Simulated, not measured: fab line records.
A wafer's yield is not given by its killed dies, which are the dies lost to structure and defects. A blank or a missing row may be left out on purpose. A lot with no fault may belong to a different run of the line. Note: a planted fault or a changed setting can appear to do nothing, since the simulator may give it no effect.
A lot that was struck, set against a sound lot | flow berkeley-cmos170 | 19 steps out of a route of 331
Sound: these wafers, L406.1, L406.2, L406.5. The struck wafers were L420.1, L420.2, L420.4. The cause is given at the end.
Each step with rows lists, per side, the tool, then ch with its chambers, then its first start. Under that, the readings that differ: sound wafers | struck wafers | difference of the means | sigmas: that difference in standard deviations of wafers without a fault.
alike: readings with means less than 2 such deviations apart, plus words and numbers identical on both sides. not compared: withheld readings, readings lacking a value on some wafer, bounds such as >300 that could conceal the same value, and numbers that have no deviation in the record and whose values overlap.
Wherever a step has rows on one side only, a row that says differs or no value, or a row with sigmas, the two part there. When numbers do not overlap yet have no deviation, they are printed without sigmas and do not part them. A reading missing from all wafers of one side parts the sides only when that side holds two or more wafers.

first, 2 steps without rows for these wafers: UCB170_NLDD_IMPLANT_08; UCB170_NLDD_IMPLANT_09.
UCB170_NLDD_STRIP_10: strips in O2.
  sound on plasma-asher-01 ch 0,1, day 7 06:47; struck on plasma-asher-03 ch 0,1, day 9 15:28
  reading                      | sound             | struck            | difference | sigmas
  strip-time-to-endpoint-s (s) | 21.53 21.49 21.46 | 21.63 21.66 21.63 | +0.15      | +2
  alike: drypump-motor-current-A, oes-product-au
  not compared: rf-hours-counter-h
UCB170_NLDD_TW_MEAS_11:
  sound on film-metro-03 at day 7 06:53; struck on film-metro-04 at day 9 15:34
  alike: NLDD_TW
then, 1 step without rows for these wafers: UCB170_NLDD_CLEAN_12 (cleans in SPM, time 600 s).
UCB170_SPACER_CVD_00: deposits SiO2 from TEOS/O2, target thk 376 nm, time 47 s.
  sound on pecvd-02 ch 0,2, day 7 07:08; struck on pecvd-02 ch 0,1,2, day 9 16:01
  alike: heater-power-w
UCB170_SPACER_THK_MEAS_01:
  sound on film-metro-01 at day 7 07:11; struck on film-metro-01 at day 9 16:04
  alike: SPACER_TEOS_THK
then, 1 step without rows for these wafers: UCB170_SPACER_ANNEAL_02 (time 1800 s).
UCB170_SPACER_ETCHBACK_03: etches SiO2 in CHF3/CF4/Ar, stops on Si, target depth 376 nm, time 100 s.
  sound on rie-diel-02 ch 2,3, day 7 11:17; struck on rie-diel-01 ch 0,2,3, day 9 21:53
  alike: drypump-motor-current-A, oes-product-au, throttle-valve-pct
  not compared: rf-hours-counter-h
then, 3 steps without rows for these wafers: UCB170_PSD_HMDS_00 (prime time 60 s); UCB170_PSD_COAT_01 (resist thk 900 nm); UCB170_PSD_SOFTBAKE_02 (time 60 s).
UCB170_PSD_EXPOSE_03: exposes mask PSELECT MOD, target cd 1200 nm.
  sound on krf-scanner-02 ch 0, day 7 12:26; struck on krf-scanner-01 ch 0, day 9 23:01
  reading                     | sound                | struck            | difference | sigmas
  model.PSD.overlay-x-nm (nm) | -2.326 -2.326 -2.326 | 181.9 181.9 181.9 | +184.2     |
  alike: mask, exposure-dose-mJ-cm2
then, 2 steps without rows for these wafers: UCB170_PSD_PEB_04; UCB170_PSD_DEVELOP_05 (develop time 45 s).
UCB170_PSD_CD_MEAS_06 targets a cd of 1200 nm.
  sound on cd-sem-02 at day 7 13:02; struck on cd-sem-01 at day 10 00:19
  alike: cd-nm
UCB170_PSD_OVL_MEAS_07:
  sound on overlay-02 at day 7 13:09; struck on overlay-02 at day 10 00:26
  reading      | sound  | struck      | difference | sigmas
  PSD_OVL (nm) | 7 -5 1 | 184 191 185 | +186       | +38
next, for these wafers, 1 step has no rows: UCB170_PSD_IMPLANT_08.
UCB170_M3_PROBE_99:
  sound on prober-01 at day 8 18:08; struck on prober-01 at day 11 06:09
  reading                                                 | sound               | struck              | difference | sigmas
  model.etest.select-edge-diode-p.leak-log10-a (angstrom) | -12.11 -11.99 -12.3 | -11.18 -11.12 -11.3 | +0.93      |

== WHERE THEY PART ==
Last at UCB170_PSD_OVL_MEAS_07 as far as this record goes, first at UCB170_NLDD_STRIP_10.

WHY: the cause the simulator had injected
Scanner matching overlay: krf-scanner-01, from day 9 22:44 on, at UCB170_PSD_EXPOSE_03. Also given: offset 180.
